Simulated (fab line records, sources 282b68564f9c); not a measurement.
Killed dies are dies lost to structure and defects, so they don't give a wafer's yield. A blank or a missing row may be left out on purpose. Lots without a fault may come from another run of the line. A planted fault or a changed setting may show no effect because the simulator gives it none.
One fault seen from 2 desks | flow rit_cmos | each desk has only its own numbers; what lay behind them comes last

THE TOOL OWNER'S DESK: lpcvd-02
The tool's own readings at RIT_SPACER_CVD_03 (deposits Si3N4 from SiH2Cl2/NH3, target thk 250 nm, time 3300 s): means of the sampled wafers that have a number, for each lot that ran on this tool. A lot is out of limits, marked OUT, if its mean lies more than 4 standard deviations from the usual mean; the brackets give that distance.
Columns: A = spike_tc_centre_C at RIT_SPACER_CVD_03, usual 811.7 C; B = zone_power_centre_pct at RIT_SPACER_CVD_03, usual 36 %
lot  | first seen here | A     | B
L291 | day 3 08:17     | 811.3 | 40
L292 | day 3 16:22     | 810.4 | 40
L296 | day 4 09:38     | 812.4 | 40
L299 | day 5 03:41     | 813.0 | 40
L304 | day 6 04:09     | 813.5 | 40
L310 | day 7 11:43     | 811.1 | 40
This desk's finding: nothing out of limits on any of the 6 lots.

THE METROLOGY DESK
What the gauges read, lot by lot, whatever tool the lot ran on: means of the sampled wafers that have a number. A lot is out of limits, marked OUT, if its mean lies more than 4 standard deviations from the usual mean; the brackets give that distance.
Columns: A = SPACER_NITRIDE_THK at RIT_SPACER_THK_MEAS_04, usual 250.4 nm
lot  | first seen here | A
L289 | day 3 04:21     | 253.6
L290 | day 3 07:23     | 253.3
L291 | day 3 10:13     | 246.6
L292 | day 3 18:17     | 251.7
L293 | day 3 20:43     | 248.2
L296 | day 4 11:34     | 251.7
L297 | day 4 21:28     | 251.5
L299 | day 5 05:38     | 192.6 (-24) OUT
L304 | day 6 06:05     | 190.6 (-25) OUT
L306 | day 6 17:08     | 250.1
L307 | day 6 21:07     | 250.0
L309 | day 7 09:19     | 250.1
L310 | day 7 14:35     | 247.5
L312 | day 7 23:55     | 251.6
This desk's finding: out of limits on L299, L304; first on L299, day 5 05:38 (SPACER_NITRIDE_THK at RIT_SPACER_THK_MEAS_04). In limits: L289, L290, L291, L292, L293, L296, L297, L306, L307, L309, L310, L312.

PUT TOGETHER
The metrology desk could have raised an alarm at day 5 05:38, on L299, L304.
The tool owner's desk saw nothing out of limits.
The tool owner's desk has L299, L304 on record, within its limits.
Of the lots named, all ran RIT_SPACER_CVD_03 on lpcvd-02.

WHAT THE SIMULATOR HAD PUT IN
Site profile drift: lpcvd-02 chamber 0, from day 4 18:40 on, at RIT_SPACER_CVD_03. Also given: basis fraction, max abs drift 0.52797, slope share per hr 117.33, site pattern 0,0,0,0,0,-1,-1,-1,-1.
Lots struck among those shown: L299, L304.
Hours from the fault's start to each desk's first reading out of limits: the metrology desk, 11.
